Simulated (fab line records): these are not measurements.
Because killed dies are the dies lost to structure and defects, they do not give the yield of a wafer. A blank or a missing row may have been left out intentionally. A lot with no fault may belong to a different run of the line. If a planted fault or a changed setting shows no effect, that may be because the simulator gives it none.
What tool caused it? ; flow berkeley cmos170 ; 72 wafers from 24 lots sampled at 6 of the route's 331 steps

== WHAT THE GAUGES READ, wafer by wafer ==
UCB170_START_BOW_MEAS_00. Usual: INCOMING_BOW 1 um, standard deviation 6.4.
lot;measured;on;INCOMING_BOW (um);flag
L074;day 1 10:00;film metro-01;5 7 5;
L075;day 1 15:00;film metro-03;0 6 5;
L076;day 1 20:02;film metro-02;-5 1 -1;
L077;day 2 01:03;film metro-02;-8 8 10;
L078;day 2 06:00;film metro-01;-4 19 -4;
L079;day 2 11:00;film metro-02;9 -4 -8;
L080;day 2 16:00;film metro-01;5 -4 10;
L081;day 2 21:01;film metro-02;1 3 -2;
L082;day 3 02:02;film metro-03;-2 6 -6;
L083;day 3 07:00;film metro-02;-2 -6 -10;
L084;day 3 12:01;film metro-03;-12 1 9;
L085;day 3 17:00;film metro-03;1 -10 5;
L086;day 3 22:02;film metro-02;-4 7 -7;
L087;day 4 03:00;film metro-03;-9 -5 -4;
L088;day 4 08:00;film metro-02;1 4 9;
L089;day 4 13:00;film metro-01;2 -10 -1;
L090;day 4 18:01;film metro-02;-12 -2 5;
L091;day 4 23:00;film metro-03;3 7 -8;
L092;day 5 04:00;film metro-03;4 9 0;
L093;day 5 09:00;film metro-02;-2 -7 2;
L094;day 5 14:02;film metro-01;3 3 -1;
L095;day 5 19:02;film metro-02;11 1 -3;
L096;day 6 00:04;film metro-01;-11 3 3;
L097;day 6 05:01;film metro-02;1 10 3;

UCB170_NVT_OVL_MEAS_06. Usual: NVT_OVL 0 nm, standard deviation 5.1.
lot;measured;on;NVT_OVL (nm);flag
L074;day 5 08:25;overlay-01;-13 -8 -7;
L075;day 5 20:58;overlay-01;-8 1 6;
L076;day 5 20:40;overlay-02;0 5 6;
L077;day 5 21:31;overlay-02;1 -2 8;
L078;day 6 07:14;overlay-01;-14 -4 -10;
L079;day 6 13:10;overlay-02;-6 -3 -4;
L080;day 6 20:55;overlay-02;-2 -2 -3;
L081;day 7 08:33;overlay-01;-1 -3 -1;
L082;day 7 08:50;overlay-01;-5 -4 -7;
L083;day 7 16:58;overlay-02;-3 0 7;
L084;day 7 17:26;overlay-01;3 1 0;
L085;day 7 16:54;overlay-02;-8 -5 -8;
L086;day 7 17:10;overlay-01;-2 -5 -10;
L087;day 8 03:07;overlay-02;-1 5 16;
L088;day 8 20:32;overlay-02;-1 -5 -2;
L089;day 8 20:34;overlay-01;3 13 8;
L090;day 8 20:04;overlay-01;0 2 1;
L091;day 9 02:23;overlay-01;1 0 1;
L092;day 9 07:39;overlay-01;3 -4 -5;
L093;day 9 20:16;overlay-01;0 -4 -2;
L094;day 10 06:46;overlay-01;9 8 10;
L095;day 10 07:01;overlay-02;3 -5 0;
L096;day 10 16:36;overlay-01;-1 -6 -6;
L097;day 10 16:52;overlay-02;8 -1 0;

UCB170_V1_BOW_MEAS_03. Usual: V1_BOW 19 um, standard deviation 6.7.
lot;measured;on;V1_BOW (um);flag
L074;day 7 03:44;film metro-01;24 25 23;
L075;day 7 14:52;film metro-04;23 28 27;
L076;day 7 14:37;film metro-04;13 17 16;
L077;day 7 14:16;film metro-04;12 27 30;
L078;day 8 05:55;film metro-04;15 37 14;
L079;day 8 05:59;film metro-01;29 15 11;
L080;day 8 16:56;film metro-02;24 17 29;
L081;day 9 02:23;film metro-01;19 21 13;
L082;day 9 02:25;film metro-04;16 22 12;
L083;day 9 12:13;film metro-01;17 13 10;
L084;day 9 12:14;film metro-04;7 21 29;
L085;day 9 12:31;film metro-04;24 12 25;
L086;day 9 12:34;film metro-02;17 27 13;
L087;day 10 01:32;film metro-04;8 12 13;
L088;day 10 17:25;film metro-04;16 19 25;
L089;day 10 17:07;film metro-02;20 8 18;
L090;day 10 16:50;film metro-01;5 16 23;
L091;day 10 19:07;film metro-01;21 25 10;
L092;day 11 08:25;film metro-02;23 29 20;
L093;day 11 18:04;film metro-01;14 9 18;
L094;day 12 02:28;film metro-04;23 24 19;
L095;day 12 02:28;film metro-02;26 19 13;
L096;day 12 13:28;film metro-02;8 22 24;
L097;day 12 13:43;film metro-04;17 27 18;

== WHAT TOOL EACH LOT RAN ON (gives the tool, then ch and the chambers of the sampled wafers, and finally the start) ==
lot;UCB170_ZERO_STRIP_07;UCB170_PWELL_ETCH_14;UCB170_M1_ETCH_11
L074;plasma asher-04 ch 1, day 1 21:26;rie diel-01 ch 2,3, day 3 00:09;rie diel-02 ch 1,3, day 7 00:12
L075;plasma asher-03 ch 0,1, day 2 02:26;rie diel-04 ch 1,2,3, day 3 11:16;rie diel-04 ch 0,2,3, day 7 10:07
L076;plasma asher-03 ch 0,1, day 2 03:44;rie diel-02 ch 0,1,3, day 3 11:33;rie diel-03 ch 1,2,3, day 7 08:50
L077;plasma asher-04 ch 0, day 2 09:33;rie diel-01 ch 0,1,2, day 3 17:01;rie diel-04 ch 0,1,3, day 7 08:33
L078;plasma asher-03 ch 0, day 2 17:12;rie diel-04 ch 1,3, day 3 23:44;rie diel-02 ch 0,1,2, day 8 01:09
L079;plasma asher-01 ch 1, day 2 17:07;rie diel-01 ch 0,2,3, day 4 00:16;rie diel-04 ch 0,1, day 8 02:07
L080;plasma asher-03 ch 0,1, day 3 03:20;rie diel-04 ch 0,2,3, day 4 13:09;rie diel-02 ch 0,1,3, day 8 11:46
L081;plasma asher-04 ch 0, day 3 11:49;rie diel-02 ch 0,1,2, day 4 20:11;rie diel-04 ch 0,2,3, day 8 19:23
L082;plasma asher-03 ch 0,1, day 3 11:40;rie diel-01 ch 0,1,2, day 4 20:08;rie diel-03 ch 0,1,3, day 8 20:29
L083;plasma asher-01 ch 0,1, day 3 19:22;rie diel-01 ch 0,1,3, day 5 02:55;rie diel-03 ch 0,1,2, day 9 05:38
L084;plasma asher-01 ch 0,1, day 3 23:36;rie diel-04 ch 0,3, day 5 03:02;rie diel-04 ch 0,2,3, day 9 07:36
L085;plasma asher-01 ch 0,1, day 4 03:11;rie diel-01 ch 0,2, day 5 07:56;rie diel-03 ch 0,2,3, day 9 08:09
L086;plasma asher-04 ch 0,1, day 4 06:58;rie diel-02 ch 0,2,3, day 5 07:57;rie diel-04 ch 0,2, day 9 07:57
L087;plasma asher-04 ch 1, day 4 14:31;rie diel-01 ch 0,3, day 5 13:54;rie diel-02 ch 0,1, day 9 17:38
L088;plasma asher-01 ch 1, day 4 18:38;rie diel-04 ch 0,2,3, day 6 02:38;rie diel-04 ch 1,3, day 10 14:06
L089;plasma asher-01 ch 0,1, day 4 21:06;rie diel-02 ch 1,2,3, day 6 02:24;rie diel-04 ch 1,2,3, day 10 12:26
L090;plasma asher-01 ch 0,1, day 5 01:04;rie diel-01 ch 1,2, day 6 02:00;rie diel-03 ch 0,1,3, day 10 11:27
L091;plasma asher-04 ch 0,1, day 5 06:42;rie diel-01 ch 0,2,3, day 6 11:04;rie diel-02 ch 1,2, day 10 14:38
L092;plasma asher-04 ch 0,1, day 5 10:59;rie diel-01 ch 1,2,3, day 6 22:20;rie diel-04 ch 0,1,2, day 11 01:07
L093;plasma asher-04 ch 0,1, day 5 15:26;rie diel-02 ch 1,3, day 7 01:59;rie diel-03 ch 1,3, day 11 09:53
L094;plasma asher-01 ch 0,1, day 6 01:02;rie diel-01 ch 1,2, day 7 09:05;rie diel-03 ch 0,1,2, day 11 20:43
L095;plasma asher-01 ch 0,1, day 6 06:02;rie diel-04 ch 0,2,3, day 7 09:22;rie diel-03 ch 0,1,2, day 11 19:53
L096;plasma asher-01 ch 0,1, day 6 10:43;rie diel-01 ch 0,1, day 7 18:56;rie diel-04 ch 1,2, day 12 05:15
L097;plasma asher-01 ch 0,1, day 6 13:42;rie diel-01 ch 1,2,3, day 8 01:35;rie diel-04 ch 0,1,2, day 12 05:55
- UCB170_ZERO_STRIP_07: strips in O2.
- UCB170_PWELL_ETCH_14: etches Si3N4 in CH3F/Ar/O2, stops on SiO2, target depth 242 nm, time 151 s.
- UCB170_M1_ETCH_11: etches BARC in N2/H2.

== AS READ BY THE TOOLS THEMSELVES (means over the sampled wafers that have a number; for cases with no such wafer, the mark the record gives instead) ==
UCB170_ZERO_STRIP_07. Usual: drypump motor current A 5.6 A, standard deviation 0.39; oes product au 0.727 a.u., standard deviation 0.0048; strip time to endpoint s 21.49 s, standard deviation 0.064.
lot;tool;drypump motor current A (A);oes product au (a.u.);strip time to endpoint s (s);flag
L074;plasma asher-04;5.9;0.727;21.40;
L075;plasma asher-03;6.2;0.726;21.56;
L076;plasma asher-03;6.1;0.727;21.57;
L077;plasma asher-04;5.6;0.728;21.50;
L078;plasma asher-03;6.3;0.731;21.55;
L079;plasma asher-01;5.6;0.726;21.43;
L080;plasma asher-03;6.0;0.728;21.51;
L081;plasma asher-04;5.5;0.728;21.50;
L082;plasma asher-03;6.1;0.726;21.48;
L083;plasma asher-01;5.4;0.729;21.48;
L084;plasma asher-01;5.2;0.730;21.58;
L085;plasma asher-01;5.2;0.727;21.42;
L086;plasma asher-04;5.8;0.726;21.39;
L087;plasma asher-04;5.9;0.726;21.45;
L088;plasma asher-01;5.7;0.728;21.49;
L089;plasma asher-01;5.2;0.729;21.49;
L090;plasma asher-01;5.4;0.728;21.52;
L091;plasma asher-04;5.6;0.726;21.53;
L092;plasma asher-04;5.8;0.728;21.50;
L093;plasma asher-04;5.8;0.728;21.55;
L094;plasma asher-01;5.4;0.732;21.39;
L095;plasma asher-01;5.5;0.723;21.58;
L096;plasma asher-01;5.5;0.730;21.48;
L097;plasma asher-01;5.5;0.727;21.52;

UCB170_PWELL_ETCH_14. Usual: O2_flow_sccm 6.998 sccm, standard deviation 0.023; drypump motor current A 5.46 A, standard deviation 0.29; oes product au 0.935 a.u., standard deviation 0.015; throttle valve pct 8.09 %, standard deviation 0.12.
lot;tool;O2_flow_sccm (sccm);drypump motor current A (A);oes product au (a.u.);throttle valve pct (%);flag
L074;rie diel-01;6.984;5.66;0.932;8.07;
L075;rie diel-04;6.998;5.22;0.937;8.13;
L076;rie diel-02;6.978;5.23;0.955;8.13;
L077;rie diel-01;6.986;5.48;0.935;8.09;
L078;rie diel-04;7.015;5.01;0.933;8.24;
L079;rie diel-01;6.992;5.58;0.937;8.11;
L080;rie diel-04;6.992;5.43;0.933;8.01;
L081;rie diel-02;6.978;5.23;0.933;8.10;
L082;rie diel-01;6.993;5.49;0.926;8.10;
L083;rie diel-01;6.990;5.63;0.921;8.15;
L084;rie diel-04;7.002;5.41;0.934;7.97;
L085;rie diel-01;6.988;5.51;0.936;8.14;
L086;rie diel-02;6.978;5.50;0.939;8.13;
L087;rie diel-01;7.008;5.71;0.942;8.15;
L088;rie diel-04;6.994;5.44;0.934;8.02;
L089;rie diel-02;6.989;5.51;0.954;8.10;
L090;rie diel-01;7.004;5.48;0.920;8.05;
L091;rie diel-01;7.001;5.59;0.940;8.11;
L092;rie diel-01;6.986;5.57;0.925;8.06;
L093;rie diel-02;7.007;5.51;0.966;8.11;
L094;rie diel-01;7.028;5.44;0.921;8.01;
L095;rie diel-04;7.019;5.45;0.930;8.01;
L096;rie diel-01;7.012;5.54;0.930;8.18;
L097;rie diel-01;6.981;5.58;0.924;8.07;

UCB170_M1_ETCH_11. Usual: drypump motor current A 5.5 A, standard deviation 0.39; h2 flow sccm 200.0 sccm, standard deviation 0.62; oes product au 1.003 a.u., standard deviation 0.026; throttle valve pct 13.28 %, standard deviation 0.16.
lot;tool;drypump motor current A (A);h2 flow sccm (sccm);oes product au (a.u.);throttle valve pct (%);flag
L074;rie diel-02;5.3;200.8;1.035;13.30;
L075;rie diel-04;5.4;200.1;0.980;13.20;
L076;rie diel-03;5.8;200.0;1.027;13.38;
L077;rie diel-04;5.2;200.2;0.963;13.28;
L078;rie diel-02;5.2;200.2;1.011;13.32;
L079;rie diel-04;5.2;199.5;0.975;13.29;
L080;rie diel-02;5.2;200.2;1.028;13.36;
L081;rie diel-04;5.4;200.1;0.979;13.19;
L082;rie diel-03;5.8;199.6;1.027;13.23;
L083;rie diel-03;5.9;200.6;1.019;13.20;
L084;rie diel-04;5.4;199.6;0.987;13.19;
L085;rie diel-03;5.6;199.9;1.016;13.22;
L086;rie diel-04;5.6;199.7;0.995;13.11;
L087;rie diel-02;4.9;199.8;1.022;13.29;
L088;rie diel-04;5.0;200.1;0.972;13.39;
L089;rie diel-04;5.2;200.0;0.976;13.30;
L090;rie diel-03;5.8;199.9;1.020;13.23;
L091;rie diel-02;5.3;201.1;1.013;13.27;
L092;rie diel-04;5.4;199.6;0.994;13.20;
L093;rie diel-03;5.8;199.4;1.023;13.42;
L094;rie diel-03;5.9;200.4;1.025;13.19;
L095;rie diel-03;5.9;199.6;1.028;13.20;
L096;rie diel-04;5.1;200.8;0.977;13.29;
L097;rie diel-04;5.4;199.8;0.985;13.20;

== THE ANSWER, worked out from the rows above alone ==
Rule: a lot counts as off when the mean over its wafers that have a number is more than 3 standard deviations away from the usual mean. Also off: a lot with no number at a reading for which 4 or more lots have one. Any other lot the step has rows for is counted as sound. After the gauges, taken in route order, come the tools' own readings; for these a lot's mean is taken, as printed above. At the first step where some lot is off, the reading lying furthest off is the one used; lots without a number count as furthest.
Nothing can be told from this: no lot is off at any reading shown.

== WHAT HAD BEEN PUT IN BY THE SIMULATOR ==
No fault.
